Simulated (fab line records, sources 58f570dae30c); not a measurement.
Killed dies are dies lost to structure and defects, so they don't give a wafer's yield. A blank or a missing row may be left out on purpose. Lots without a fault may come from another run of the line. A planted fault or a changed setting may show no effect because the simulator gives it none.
Which tool did it? | flow berkeley_cmos170 | 7 lots, 21 wafers sampled, at 1 step of a route of 331

WHAT THE GAUGES READ, wafer by wafer
UCB170_ACTIVE_CD_MEAS_13: target cd 1200 nm.
lot  | measured    | on        | cd_nm (nm)
L469 | day 4 23:28 | cd_sem-01 | 1200.1 1202.3 1200.4
L474 | day 5 15:23 | cd_sem-01 | 1197.2 1197.8 1198.2
L479 | day 6 12:04 | cd_sem-02 | 1199.7 1199.1 1198.4
L477 | day 6 12:36 | cd_sem-01 | 1200.1 1201.3 1200.4
L482 | day 7 10:55 | cd_sem-02 | 1198.6 1198.7 1199.3
L488 | day 8 13:35 | cd_sem-01 | 1199.3 1198.5 1199.1
L492 | day 9 13:45 | cd_sem-01 | 1197.9 1197.8 1197.9

WHICH TOOL RAN EACH LOT (tool, then ch and the chambers of the sampled wafers, then the start)
The record holds no process step before these readings.

THE ANSWER, worked out from the rows above alone
Rule: what is usual is taken from the lots themselves. Put in order of their means at a reading, lots are off if they are a third of the lots or fewer, leave a main group of 4 or more, and stand apart from it by a gap of 3 or more times the standard deviation of the main group's means; of several such gaps the widest counts. A main group whose means are all the same, to the digits that the tables above print for the reading, isn't used. A lot without any number at a reading at which 4 lots or more have one is off too. The other lots that the step has rows for count as sound.
No lot is off at any reading shown: from this, nothing can be told.

WHAT THE SIMULATOR HAD PUT IN
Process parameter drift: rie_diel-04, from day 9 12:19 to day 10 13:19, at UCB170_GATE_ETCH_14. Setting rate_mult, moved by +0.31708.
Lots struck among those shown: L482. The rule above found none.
